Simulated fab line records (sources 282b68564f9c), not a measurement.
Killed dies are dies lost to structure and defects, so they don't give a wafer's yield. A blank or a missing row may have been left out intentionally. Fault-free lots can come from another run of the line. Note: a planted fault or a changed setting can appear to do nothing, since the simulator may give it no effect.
What tool caused it? :: flow rit_cmos :: 42 wafers from 14 lots sampled at 6 of the route's 202 steps

== WHAT THE GAUGES READ, wafer by wafer ==
RIT_ACTIVE_THK_MEAS_02.
lot: L868
measured: day 1 12:04
on: film_metro-01
ACTIVE_OXIDE_THK (nm): 46.7 46.3 46.8

lot: L869
measured: day 1 17:04
on: film_metro-04
ACTIVE_OXIDE_THK (nm): 46.1 45.8 45.8

lot: L871
measured: day 2 03:03
on: film_metro-04
ACTIVE_OXIDE_THK (nm): 45.8 47.3 46.9

lot: L874
measured: day 2 18:03
on: film_metro-04
ACTIVE_OXIDE_THK (nm): 46.7 46.7 46.1

lot: L876
measured: day 3 04:04
on: film_metro-01
ACTIVE_OXIDE_THK (nm): 46.5 46.5 46.8

lot: L877
measured: day 3 09:04
on: film_metro-03
ACTIVE_OXIDE_THK (nm): 46.3 47.4 46.9

lot: L878
measured: day 3 14:04
on: film_metro-03
ACTIVE_OXIDE_THK (nm): 48.2 48.0 48.0

lot: L879
measured: day 3 19:03
on: film_metro-03
ACTIVE_OXIDE_THK (nm): 46.7 47.4 46.7

lot: L881
measured: day 4 05:04
on: film_metro-01
ACTIVE_OXIDE_THK (nm): 46.5 46.4 46.5

lot: L883
measured: day 4 15:03
on: film_metro-04
ACTIVE_OXIDE_THK (nm): 46.3 46.9 46.3

lot: L884
measured: day 4 20:05
on: film_metro-01
ACTIVE_OXIDE_THK (nm): 44.7 44.3 45.2

lot: L885
measured: day 5 01:56
on: film_metro-03
ACTIVE_OXIDE_THK (nm): 46.1 45.4 46.1

lot: L887
measured: day 5 11:04
on: film_metro-01
ACTIVE_OXIDE_THK (nm): 47.2 47.0 47.5

lot: L891
measured: day 6 07:04
on: film_metro-03
ACTIVE_OXIDE_THK (nm): 46.2 46.9 46.4

RIT_NWELL_OVL_MEAS_06.
lot: L868
measured: day 1 20:38
on: overlay-01
NWELL_OVL (nm): -0.5 0.0 -1.3

lot: L869
measured: day 2 02:25
on: overlay-01
NWELL_OVL (nm): -2.5 -2.9 -1.7

lot: L871
measured: day 2 12:14
on: overlay-02
NWELL_OVL (nm): -1.0 -0.5 -0.8

lot: L874
measured: day 3 02:54
on: overlay-02
NWELL_OVL (nm): -1.1 -0.7 0.1

lot: L876
measured: day 3 12:43
on: overlay-02
NWELL_OVL (nm): -1.6 -0.1 -0.5

lot: L877
measured: day 3 17:12
on: overlay-02
NWELL_OVL (nm): -0.7 -1.4 -0.8

lot: L878
measured: day 3 22:12
on: overlay-02
NWELL_OVL (nm): -1.2 -0.5 -1.8

lot: L879
measured: day 4 03:23
on: overlay-01
NWELL_OVL (nm): 1.4 -1.5 0.1

lot: L881
measured: day 4 13:19
on: overlay-01
NWELL_OVL (nm): 0.5 0.1 0.7

lot: L883
measured: day 5 01:42
on: overlay-02
NWELL_OVL (nm): - - -

lot: L884
measured: day 5 06:42
on: overlay-02
NWELL_OVL (nm): - - -

lot: L885
measured: day 5 10:08
on: overlay-02
NWELL_OVL (nm): -1.0 0.8 -0.9

lot: L887
measured: day 5 20:50
on: overlay-01
NWELL_OVL (nm): -1.5 -2.4 -2.9

lot: L891
measured: day 6 15:25
on: overlay-02
NWELL_OVL (nm): 0.0 0.2 -0.4

RIT_PWELL_TW_MEAS_10.
lot: L868
measured: day 1 22:56
on: film_metro-03
PWELL_TW: 952 954 951

lot: L869
measured: day 2 04:42
on: film_metro-03
PWELL_TW: 957 954 956

lot: L871
measured: day 2 14:31
on: film_metro-02
PWELL_TW: 950 957 953

lot: L874
measured: day 3 05:07
on: film_metro-02
PWELL_TW: 954 958 960

lot: L876
measured: day 3 14:56
on: film_metro-02
PWELL_TW: 960 956 962

lot: L877
measured: day 3 19:22
on: film_metro-01
PWELL_TW: 944 943 939

lot: L878
measured: day 4 00:27
on: film_metro-03
PWELL_TW: 966 962 965

lot: L879
measured: day 4 05:36
on: film_metro-02
PWELL_TW: 957 957 956

lot: L881
measured: day 4 15:29
on: film_metro-01
PWELL_TW: 946 950 942

lot: L883
measured: day 5 03:59
on: film_metro-02
PWELL_TW: 2212 2218 2216 2207 2212 2215

lot: L884
measured: day 5 09:00
on: film_metro-03
PWELL_TW: 2229 2224 2224 2227 2226 2217

lot: L885
measured: day 5 12:25
on: film_metro-02
PWELL_TW: 950 946 956

lot: L887
measured: day 5 23:08
on: film_metro-02
PWELL_TW: 952 948 952

lot: L891
measured: day 6 17:43
on: film_metro-03
PWELL_TW: 962 955 963

RIT_GATE_OVL_MEAS_17.
lot: L868
measured: day 2 12:55
on: overlay-02
GATE_OVL (nm): 0.8 2.0 -0.4

lot: L869
measured: day 2 18:06
on: overlay-02
GATE_OVL (nm): 0.2 1.5 0.9

lot: L871
measured: day 3 04:01
on: overlay-01
GATE_OVL (nm): -1.0 -2.3 -1.7

lot: L874
measured: day 3 18:20
on: overlay-02
GATE_OVL (nm): 0.1 0.5 -0.4

lot: L876
measured: day 4 05:32
on: overlay-02
GATE_OVL (nm): -0.8 -0.1 0.3

lot: L877
measured: day 4 09:27
on: overlay-01
GATE_OVL (nm): -1.4 0.9 -0.7

lot: L878
measured: day 4 15:13
on: overlay-01
GATE_OVL (nm): 0.4 0.5 1.6

lot: L879
measured: day 4 18:46
on: overlay-02
GATE_OVL (nm): -0.1 2.5 0.0

lot: L881
measured: day 5 09:14
on: overlay-02
GATE_OVL (nm): 0.4 2.7 0.8

lot: L885
measured: day 6 01:36
on: overlay-01
GATE_OVL (nm): 0.6 0.1 0.8

lot: L887
measured: day 6 12:47
on: overlay-02
GATE_OVL (nm): -1.7 -0.4 -1.5

lot: L891
measured: day 7 10:02
on: overlay-01
GATE_OVL (nm): 1.4 1.6 1.2

== WHICH TOOL RAN EACH LOT (tool, then ch and the chambers of the sampled wafers, then the start) ==
lot: L868
RIT_ACTIVE_STRIP_14: plasma_asher-02 ch 0,1, day 1 15:05
RIT_NWELL_COAT_01: litho_track-02 ch 0, day 1 19:56

lot: L869
RIT_ACTIVE_STRIP_14: plasma_asher-02 ch 0,1, day 1 19:50
RIT_NWELL_COAT_01: litho_track-03 ch 0, day 2 01:42

lot: L871
RIT_ACTIVE_STRIP_14: plasma_asher-01 ch 0,1, day 2 05:50
RIT_NWELL_COAT_01: litho_track-01 ch 0, day 2 11:22

lot: L874
RIT_ACTIVE_STRIP_14: plasma_asher-01 ch 0, day 2 20:58
RIT_NWELL_COAT_01: litho_track-02 ch 0, day 3 02:10

lot: L876
RIT_ACTIVE_STRIP_14: plasma_asher-03 ch 0,1, day 3 06:58
RIT_NWELL_COAT_01: litho_track-01 ch 0, day 3 12:02

lot: L877
RIT_ACTIVE_STRIP_14: plasma_asher-01 ch 0,1, day 3 11:54
RIT_NWELL_COAT_01: litho_track-02 ch 0, day 3 16:31

lot: L878
RIT_ACTIVE_STRIP_14: plasma_asher-01 ch 0,1, day 3 16:50
RIT_NWELL_COAT_01: litho_track-03 ch 0, day 3 21:29

lot: L879
RIT_ACTIVE_STRIP_14: plasma_asher-02 ch 0,1, day 3 21:59
RIT_NWELL_COAT_01: litho_track-01 ch 0, day 4 02:32

lot: L881
RIT_ACTIVE_STRIP_14: plasma_asher-02 ch 0,1, day 4 07:54
RIT_NWELL_COAT_01: litho_track-02 ch 0, day 4 12:30

lot: L883
RIT_ACTIVE_STRIP_14: plasma_asher-02 ch 0,1, day 4 18:46
RIT_NWELL_COAT_01: litho_track-02, day 5 00:50

lot: L884
RIT_ACTIVE_STRIP_14: plasma_asher-02 ch 0,1, day 4 23:44
RIT_NWELL_COAT_01: litho_track-01, day 5 05:55

lot: L885
RIT_ACTIVE_STRIP_14: plasma_asher-02 ch 0,1, day 5 04:51
RIT_NWELL_COAT_01: litho_track-03 ch 0, day 5 09:25

lot: L887
RIT_ACTIVE_STRIP_14: plasma_asher-03 ch 0,1, day 5 13:54
RIT_NWELL_COAT_01: litho_track-03 ch 0, day 5 20:01

lot: L891
RIT_ACTIVE_STRIP_14: plasma_asher-03 ch 1, day 6 09:58
RIT_NWELL_COAT_01: litho_track-02 ch 0, day 6 14:35
- RIT_ACTIVE_STRIP_14: strips in O2, time 180 s.
- RIT_NWELL_COAT_01: resist thk 1300 nm.

== AS READ BY THE TOOLS THEMSELVES (means over the sampled wafers that have a number; for cases with no such wafer, the mark the record gives instead) ==
RIT_ACTIVE_STRIP_14.
lot: L868
tool: plasma_asher-02
drypump_motor_current_A (A): 5.4
o2_flow_sccm (sccm): 3991

lot: L869
tool: plasma_asher-02
drypump_motor_current_A (A): 5.4
o2_flow_sccm (sccm): 3988

lot: L871
tool: plasma_asher-01
drypump_motor_current_A (A): 5.2
o2_flow_sccm (sccm): 4017

lot: L874
tool: plasma_asher-01
drypump_motor_current_A (A): 5.7
o2_flow_sccm (sccm): 4008

lot: L876
tool: plasma_asher-03
drypump_motor_current_A (A): 5.6
o2_flow_sccm (sccm): 4013

lot: L877
tool: plasma_asher-01
drypump_motor_current_A (A): 5.2
o2_flow_sccm (sccm): 4003

lot: L878
tool: plasma_asher-01
drypump_motor_current_A (A): 5.5
o2_flow_sccm (sccm): 3982

lot: L879
tool: plasma_asher-02
drypump_motor_current_A (A): 5.5
o2_flow_sccm (sccm): 4001

lot: L881
tool: plasma_asher-02
drypump_motor_current_A (A): 5.4
o2_flow_sccm (sccm): 4003

lot: L883
tool: plasma_asher-02
drypump_motor_current_A (A): 5.5
o2_flow_sccm (sccm): 4002

lot: L884
tool: plasma_asher-02
drypump_motor_current_A (A): 5.4
o2_flow_sccm (sccm): 4012

lot: L885
tool: plasma_asher-02
drypump_motor_current_A (A): 5.4
o2_flow_sccm (sccm): 4020

lot: L887
tool: plasma_asher-03
drypump_motor_current_A (A): 5.6
o2_flow_sccm (sccm): 4013

lot: L891
tool: plasma_asher-03
drypump_motor_current_A (A): 5.9
o2_flow_sccm (sccm): 4006

RIT_NWELL_COAT_01.
lot: L868
tool: litho_track-02
chill_plate_temp_C (C): 23.06
dispense_pressure_kPa (kPa): 44
exhaust_pa (Pa): 43.8

lot: L869
tool: litho_track-03
chill_plate_temp_C (C): 22.87
dispense_pressure_kPa (kPa): 52
exhaust_pa (Pa): 44.9

lot: L871
tool: litho_track-01
chill_plate_temp_C (C): 23.04
dispense_pressure_kPa (kPa): 46
exhaust_pa (Pa): 44.9

lot: L874
tool: litho_track-02
chill_plate_temp_C (C): 22.97
dispense_pressure_kPa (kPa): 44
exhaust_pa (Pa): 44.1

lot: L876
tool: litho_track-01
chill_plate_temp_C (C): 22.96
dispense_pressure_kPa (kPa): 46
exhaust_pa (Pa): 44.6

lot: L877
tool: litho_track-02
chill_plate_temp_C (C): 23.06
dispense_pressure_kPa (kPa): 44
exhaust_pa (Pa): 45.8

lot: L878
tool: litho_track-03
chill_plate_temp_C (C): 23.08
dispense_pressure_kPa (kPa): 52
exhaust_pa (Pa): 44.5

lot: L879
tool: litho_track-01
chill_plate_temp_C (C): 23.10
dispense_pressure_kPa (kPa): 46
exhaust_pa (Pa): 46.6

lot: L881
tool: litho_track-02
chill_plate_temp_C (C): 23.10
dispense_pressure_kPa (kPa): 44
exhaust_pa (Pa): 45.2

lot: L883
tool: litho_track-02
chill_plate_temp_C (C): -
dispense_pressure_kPa (kPa): -
exhaust_pa (Pa): -

lot: L884
tool: litho_track-01
chill_plate_temp_C (C): -
dispense_pressure_kPa (kPa): -
exhaust_pa (Pa): -

lot: L885
tool: litho_track-03
chill_plate_temp_C (C): 22.90
dispense_pressure_kPa (kPa): 52
exhaust_pa (Pa): 46.2

lot: L887
tool: litho_track-03
chill_plate_temp_C (C): 23.06
dispense_pressure_kPa (kPa): 52
exhaust_pa (Pa): 44.1

lot: L891
tool: litho_track-02
chill_plate_temp_C (C): 23.06
dispense_pressure_kPa (kPa): 44
exhaust_pa (Pa): 44.3

== THE ANSWER, worked out from the rows above alone ==
Rule: usual is defined by the lots themselves. Put in order of their means at a reading, lots are off if they are a third of the lots or fewer, leave a main group of 4 or more, and stand apart from it by a gap of 3 or more times the standard deviation of the main group's means; of several such gaps the widest counts. A main group is skipped when, at the precision printed for the reading in the tables above, its means are all equal. A lot without any number at a reading at which 4 lots or more have one is off too. Where the step has rows for the other lots, those lots are counted as sound. After the gauges, taken in route order, come the tools' own readings; for these a lot's mean is taken, as printed above. The first step at which some lot is off is used, and at that step the reading that is off furthest; a lot without a number counts as furthest.
Off: at RIT_NWELL_OVL_MEAS_06 (NWELL_OVL), L883, L884. Without a number there: L883, L884. The main group: mean -0.8 nm, standard deviation 0.8.
A tool fits if, at a process step before that reading, it ran every lot that is off, and no sound lot after the first of them. The gauges at RIT_NWELL_OVL_MEAS_06 aren't tried: what is off there is off at RIT_PWELL_TW_MEAS_10 too, on other tools, and a gauge's error can't cause that. Of those tried, none fits.

== WHAT WAS PUT IN BY THE SIMULATOR ==
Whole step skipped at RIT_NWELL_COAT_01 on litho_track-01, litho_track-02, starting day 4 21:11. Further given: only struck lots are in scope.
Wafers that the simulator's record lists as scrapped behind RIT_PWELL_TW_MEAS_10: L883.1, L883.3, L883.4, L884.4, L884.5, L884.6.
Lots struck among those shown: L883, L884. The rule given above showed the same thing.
